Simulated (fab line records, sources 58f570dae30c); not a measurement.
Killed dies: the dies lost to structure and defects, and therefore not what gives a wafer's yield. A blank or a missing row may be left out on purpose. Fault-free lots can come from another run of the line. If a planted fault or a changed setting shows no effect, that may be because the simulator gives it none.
What tool caused it? -- flow berkeleyCmos170 -- 14 lots, 42 wafers sampled, at 2 steps of a route of 331

== WHAT THE GAUGES READ, wafer by wafer ==
UCB170_SPACER_THK_MEAS_01.
lot,measured,on,SPACER_TEOS_THK (nm)
L157,day 8 00:02,filmMetro-04,367 383 376
L161,day 8 09:42,filmMetro-01,382 371 385
L159,day 8 10:06,filmMetro-01,371 363 377
L160,day 8 10:22,filmMetro-01,375 377 380
L163,day 9 10:50,filmMetro-04,376 374 379
L166,day 10 03:46,filmMetro-04,377 377 386
L169,day 10 04:25,filmMetro-01,375 382 383
L164,day 10 04:31,filmMetro-04,372 380 380
L167,day 10 04:36,filmMetro-01,381 390 381
L172,day 11 01:04,filmMetro-01,328 330 334 328 331 334
L175,day 11 11:37,filmMetro-01,327 333 328 328 333 328
L176,day 11 18:50,filmMetro-01,370 375 380
L179,day 12 04:46,filmMetro-01,378 381 387
L177,day 12 05:05,filmMetro-02,379 380 377

== EACH LOT AND THE TOOL THAT RAN IT (in order: tool; ch and the chambers of the sampled wafers; start) ==
lot,UCB170_SPACER_CVD_00
L157,"pecvd-02 ch 0,1, day 7 23:59"
L161,"pecvd-04 ch 0,2, day 8 09:40"
L159,"pecvd-01 ch 0,2, day 8 10:04"
L160,"pecvd-02 ch 0,2, day 8 10:19"
L163,"pecvd-02 ch 0,1, day 9 10:47"
L166,"pecvd-01 ch 0,1, day 10 03:41"
L169,"pecvd-04 ch 1,2, day 10 04:21"
L164,"pecvd-02 ch 0,1,2, day 10 04:28"
L167,"pecvd-01 ch 0,1, day 10 04:32"
L172,"pecvd-01 ch 1,2, day 11 01:02"
L175,"pecvd-01 ch 0,1,2, day 11 11:34"
L176,"pecvd-02 ch 0,1, day 11 18:46"
L179,"pecvd-04 ch 1,2, day 12 04:43"
L177,"pecvd-04 ch 0,1,2, day 12 05:02"
- UCB170_SPACER_CVD_00: deposits SiO2 from TEOS/O2, target thk 376 nm, time 47 s.

== AS READ BY THE TOOLS THEMSELVES (means over the sampled wafers that have a number; for cases with no such wafer, the mark the record gives instead) ==
UCB170_SPACER_CVD_00.
lot,tool,heaterPowerW (W)
L157,pecvd-02,283
L161,pecvd-04,214
L159,pecvd-01,272
L160,pecvd-02,269
L163,pecvd-02,305
L166,pecvd-01,247
L169,pecvd-04,403
L164,pecvd-02,276
L167,pecvd-01,224
L172,pecvd-01,251
L175,pecvd-01,271
L176,pecvd-02,254
L179,pecvd-04,371
L177,pecvd-04,310

== THE ANSWER, worked out from the rows above alone ==
Rule: usual is defined by the lots themselves. Put in order of their means at a reading, lots are off if they are a third of the lots or fewer, leave a main group of 4 or more, and stand apart from it by a gap of 3 or more times the standard deviation of the main group's means; of several such gaps the widest counts. If all means in a main group match to the digits the tables above print for the reading, that group is not used. Also off: a lot with no number at a reading for which 4 or more lots have one. Any other lot the step has rows for is counted as sound. First the gauges in route order, then the tools' own readings, where a lot's mean is used as printed above. The first step at which some lot is off is used, and at that step the reading that is off furthest; a lot without a number counts as furthest.
Off: at UCB170_SPACER_THK_MEAS_01 (SPACER_TEOS_THK), L172, L175. The main group has a mean of 378 nm with a standard deviation of 3.4.
A tool fits if, at a process step before that reading, it ran every lot that is off, and no sound lot after the first of them. Gauges at UCB170_SPACER_THK_MEAS_01: tried the same way as those tools. One fits: UCB170_SPACER_CVD_00 on pecvd-01. Its last sound lot is L167 (day 10 04:32), its first lot that is off L172 (day 11 01:02): a fault that began between those two fits.

== WHAT THE SIMULATOR HAD INSERTED ==
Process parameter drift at UCB170_SPACER_CVD_00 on pecvd-01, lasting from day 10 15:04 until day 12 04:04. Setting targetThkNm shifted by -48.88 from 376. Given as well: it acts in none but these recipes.
Lots struck among those shown: L172, L175. The rule above found the same.
